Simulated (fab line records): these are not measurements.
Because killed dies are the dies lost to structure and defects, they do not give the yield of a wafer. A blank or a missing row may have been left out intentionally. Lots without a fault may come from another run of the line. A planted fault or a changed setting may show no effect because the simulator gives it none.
Split-lot trial + flow berkeley-cmos170 + 23 wafers read across 5 lots, on a route 331 steps long

== THE SPLIT ITSELF ==
At UCB170_NSD_PEB_04, the setting peb-temp-c was moved away from the recipe's 130 C on 5 of the 23 wafers read, by -2.9% to -2.2%. For the rest of the wafers, this setting stayed at what the recipe calls for.

== FROM THE SPLIT TO THE READING: what the file shows between them, 1 step ==
- UCB170_NSD_DEVELOP_05: develop time 45 s (also split here: dev-temp-c)

== THE READING ==
cd-nm, in nm, at UCB170_NSD_CD_MEAS_06 (target cd 1200 nm). On this fab line, fault-free wafers typically give 1200.0 nm with a standard deviation of 1.5 nm.

| wafer  | tool, chamber at the split | peb-temp-c as run, C | against the recipe | cd-nm, nm | against lot-mates on the recipe |
|--------|----------------------------|----------------------|--------------------|-----------|---------------------------------|
| L074.1 | litho-track-03, 0          | 130                  | recipe             | 1201.4    | -                               |
| L074.2 | litho-track-03, 0          | 130                  | recipe             | 1201.8    | -                               |
| L074.3 | litho-track-03, 0          | 130                  | recipe             | 1199.8    | -                               |
| L074.5 | litho-track-03, 0          | 130                  | recipe             | 1201.0    | -                               |
| L074.6 | litho-track-03, 0          | 130                  | recipe             | 1201.6    | -                               |
| L076.2 | litho-track-02, 0          | 130                  | recipe             | 1200.5    | -                               |
| L076.3 | litho-track-02, 0          | 127.2                | -2.2%              | 1179.3    | -20.7                           |
| L076.4 | litho-track-02, 0          | 130                  | recipe             | 1199.4    | -                               |
| L076.5 | litho-track-02, 0          | 127.2                | -2.2%              | 1176.8    | -23.2                           |
| L076.6 | litho-track-02, 0          | 127.2                | -2.2%              | 1179.1    | -20.9                           |
| L078.1 | litho-track-02, 0          | 130                  | recipe             | 1200.0    | -                               |
| L078.2 | litho-track-02, 0          | 126.2                | -2.9%              | 1169.9    | -30.5                           |
| L078.4 | litho-track-02, 0          | 130                  | recipe             | 1200.8    | -                               |
| L078.5 | litho-track-02, 0          | 126.2                | -2.9%              | 1168.9    | -31.5                           |
| L078.6 | litho-track-02, 0          | 130                  | recipe             | 1200.4    | -                               |
| L081.1 | litho-track-02, 0          | 130                  | recipe             | 1200.4    | -                               |
| L081.2 | litho-track-02, 0          | 130                  | recipe             | 1201.4    | -                               |
| L081.3 | litho-track-02, 0          | 130                  | recipe             | 1201.1    | -                               |
| L081.5 | litho-track-02, 0          | 130                  | recipe             | 1201.2    | -                               |
| L081.6 | litho-track-02, 0          | 130                  | recipe             | 1201.4    | -                               |
| L082.2 | litho-track-04, 0          | 130                  | recipe             | 1201.3    | -                               |
| L082.4 | litho-track-04, 0          | 130                  | recipe             | 1199.7    | -                               |
| L082.6 | litho-track-04, 0          | 130                  | recipe             | 1201.8    | -                               |

THE FIT
A straight line over all 23 wafers: cd-nm changes by +10.6 nm for each +1% of peb-temp-c; r = +1.00; the points scatter about the line by 0.84 nm.
The same after taking each lot's own level away (the mean of its wafers on the recipe; 23 wafers): +10.3 nm for each +1%; r = +1.00; scatter 0.81 nm.
According to that fit, moving peb-temp-c by its largest amount changes the reading by 30 nm.
Measured against the standard deviation above, the lots' own levels, which go from 1199.95 to 1201.12 nm, span 0.8 times it.
So the lot-to-lot level changes the slope little: the two slopes agree.
Check: with one of the wafers moved furthest among these (-2.9%) left out of the fit, the line predicts -30.1 nm for it against its lot-mates. Against them it came out at -30.5 nm.

== OTHER SPLITS ON THESE WAFERS ==
These wafers also went through other splits before the reading. Each is held against what the fit with the lots' levels taken away leaves over:
| other split on the same wafers   | wafers away from the commonest value | r with cd-nm (lot level and that fit taken away) |
|----------------------------------|--------------------------------------|--------------------------------------------------|
| UCB170_GATE_EXPOSE_09 dose-mj    | 8                                    | -0.03                                            |
| UCB170_NLDD_IMPLANT_08 dose-cm2  | 12                                   | +0.17                                            |
| UCB170_PSD_PEB_04 peb-temp-c     | 9                                    | -0.06                                            |
| UCB170_NSD_DEVELOP_05 dev-temp-c | 11                                   | -0.14                                            |

== THE FILE'S OWN FIT ==
cd-nm changes by +10.4 nm for each +1% of peb-temp-c, r = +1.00.
